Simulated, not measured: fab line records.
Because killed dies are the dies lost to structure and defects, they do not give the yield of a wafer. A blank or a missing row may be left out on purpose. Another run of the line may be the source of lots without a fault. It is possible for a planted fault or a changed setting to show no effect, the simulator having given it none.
Which tool did it? | flow berkeley cmos170 | Sampling: 14 lots, 42 wafers, 4 of 331 route steps

WHAT THE GAUGES READ, wafer by wafer
UCB170_V2_THK_MEAS_04.
lot  | measured     | on            | V2_POLISHED_THK (nm)
L473 | day 8 11:01  | film metro-04 | 999.6 999.9 999.9
L475 | day 9 02:29  | film metro-04 | 999.6 1000.9 1000.9
L476 | day 9 06:18  | film metro-03 | 999.8 1000.4 1000.4
L477 | day 9 06:35  | film metro-03 | 1000.0 999.8 999.9
L479 | day 9 10:31  | film metro-01 | 1000.0 998.4 999.4
L478 | day 9 12:17  | film metro-03 | 999.0 1000.5 999.9
L482 | day 10 03:14 | film metro-03 | 1000.8 1001.2 1001.3
L484 | day 10 10:26 | film metro-01 | 998.0 1001.4 1002.1
L483 | day 10 14:24 | film metro-01 | 1000.3 1001.1 1001.8
L485 | day 10 20:04 | film metro-04 | 1000.3 1001.1 1001.4
L489 | day 11 11:10 | film metro-03 | 1001.1 1002.1 1002.0
L486 | day 11 11:27 | film metro-04 | 1000.0 1000.7 999.1
L496 | day 13 00:19 | film metro-03 | 1000.8 1000.5 999.3
L495 | day 13 00:41 | film metro-01 | 1000.8 999.9 1001.2

UCB170_M3_CD_MEAS_90: target cd 700 nm.
lot  | measured     | on        | cd nm (nm)
L473 | day 8 18:37  | cd sem-01 | 698.5 700.2 700.0
L475 | day 9 07:07  | cd sem-02 | 696.0 698.0 699.5
L476 | day 9 12:29  | cd sem-02 | 696.2 699.7 695.0
L477 | day 9 12:31  | cd sem-01 | 699.9 700.4 697.1
L479 | day 9 16:01  | cd sem-01 | 696.5 695.4 694.4
L478 | day 9 18:13  | cd sem-02 | 701.5 701.8 699.1
L482 | day 10 08:46 | cd sem-02 | 700.6 702.5 702.8
L484 | day 10 15:28 | cd sem-01 | 695.8 695.7 695.4
L483 | day 10 19:32 | cd sem-01 | 698.2 694.4 697.1
L485 | day 11 00:26 | cd sem-02 | 701.8 700.1 700.7
L496 | day 13 08:44 | cd sem-02 | 697.1 694.1 698.7
L495 | day 13 08:59 | cd sem-02 | 702.6 701.6 697.2

EACH LOT AND THE TOOL THAT RAN IT (in order: tool; ch and the chambers of the sampled wafers; start)
lot  | UCB170_SDANNEAL_RTA_01           | UCB170_V2_EXPOSE_09
L473 | rtp anneal-01 ch 0, day 7 16:36  | krf scanner-02 ch 0, day 8 12:01
L475 | rtp anneal-01 ch 0, day 8 08:30  | krf scanner-02 ch 0, day 9 03:20
L476 | rtp anneal-02 ch 0, day 8 08:57  | krf scanner-01 ch 0, day 9 07:08
L477 | rtp anneal-01 ch 0, day 8 09:08  | krf scanner-02 ch 0, day 9 07:34
L479 | rtp anneal-02 ch 0, day 8 19:49  | krf scanner-02 ch 0, day 9 11:43
L478 | rtp anneal-01 ch 0, day 8 19:59  | krf scanner-02 ch 0, day 9 13:17
L482 | rtp anneal-01 ch 0, day 9 08:50  | krf scanner-01 ch 0, day 10 04:04
L484 | rtp anneal-01 ch 0, day 9 18:30  | krf scanner-01 ch 0, day 10 11:25
L483 | rtp anneal-02 ch 0, day 9 19:07  | krf scanner-02 ch 0, day 10 15:33
L485 | rtp anneal-01 ch 0, day 10 03:45 | krf scanner-02 ch 0, day 10 21:06
L489 | rtp anneal-01 ch 0, day 10 18:37 | krf scanner-02, day 11 12:05
L486 | rtp anneal-02 ch 0, day 10 19:01 | krf scanner-02, day 11 12:13
L496 | rtp anneal-02 ch 0, day 12 05:35 | krf scanner-02 ch 0, day 13 01:14
L495 | rtp anneal-01 ch 0, day 12 05:46 | krf scanner-02 ch 0, day 13 01:22
- UCB170_SDANNEAL_RTA_01: time 5 s.
- UCB170_V2_EXPOSE_09: exposes mask VIA2, target cd 700 nm.

AS READ BY THE TOOLS THEMSELVES (means over the sampled wafers that have a number; for cases with no such wafer, the mark the record gives instead)
UCB170_SDANNEAL_RTA_01.
lot  | tool          | lamp power pct (%) | wafer_temp_C_max
L473 | rtp anneal-01 | 37.87              | 1054.2
L475 | rtp anneal-01 | 37.82              | 1054.7
L476 | rtp anneal-02 | 37.45              | 1056.8
L477 | rtp anneal-01 | 37.84              | 1054.2
L479 | rtp anneal-02 | 37.46              | 1056.3
L478 | rtp anneal-01 | 37.83              | 1054.9
L482 | rtp anneal-01 | 37.88              | 1054.2
L484 | rtp anneal-01 | 37.84              | 1055.4
L483 | rtp anneal-02 | 37.44              | 1056.3
L485 | rtp anneal-01 | 37.86              | 1054.9
L489 | rtp anneal-01 | 37.84              | 1054.1
L486 | rtp anneal-02 | 37.46              | 1056.3
L496 | rtp anneal-02 | 37.45              | 1057.4
L495 | rtp anneal-01 | 37.84              | 1055.1

UCB170_V2_EXPOSE_09.
lot  | tool           | exposure dose mJ cm2 | focus offset nm (nm)
L473 | krf scanner-02 | 36.98                | -0.2
L475 | krf scanner-02 | 37.00                | -0.3
L476 | krf scanner-01 | 36.97                | 0.6
L477 | krf scanner-02 | 36.98                | -0.1
L479 | krf scanner-02 | 36.97                | 0.3
L478 | krf scanner-02 | 36.97                | -0.5
L482 | krf scanner-01 | 37.00                | -0.2
L484 | krf scanner-01 | 36.98                | 0.0
L483 | krf scanner-02 | 36.98                | 0.6
L485 | krf scanner-02 | 37.00                | 0.4
L489 | krf scanner-02 | -                    | -
L486 | krf scanner-02 | -                    | -
L496 | krf scanner-02 | 36.99                | 0.4
L495 | krf scanner-02 | 36.94                | -0.2

THE ANSWER, worked out from the rows above alone
Rule: the usual values come from the lots themselves. The widest of any qualifying gaps counts: lots, ordered by their means at a reading, are off when they make up no more than a third of the lots, leave a main group of 4 or more, and stand apart from it by 3 or more times the standard deviation of that group's means. A main group is skipped when, at the precision printed for the reading in the tables above, its means are all equal. Also off: a lot with no number at a reading for which 4 or more lots have one. Where the step has rows for the other lots, those lots are counted as sound. Order of review: gauges by route order, followed by the tools' own readings, for which a lot's mean as printed above is used. The first step at which some lot is off is used, and at that step the reading that is off furthest; a lot without a number counts as furthest.
Off, at UCB170_V2_EXPOSE_09 on exposure dose mJ cm2: L489, L486. Without a number there: L489, L486. The main group: mean 36.98, standard deviation 0.016.
If a tool, at that step or one of the process steps before it, ran each lot that is off and ran no sound lot following the first of them, it fits. None of those tried fits.

WHAT THE SIMULATOR PUT IN
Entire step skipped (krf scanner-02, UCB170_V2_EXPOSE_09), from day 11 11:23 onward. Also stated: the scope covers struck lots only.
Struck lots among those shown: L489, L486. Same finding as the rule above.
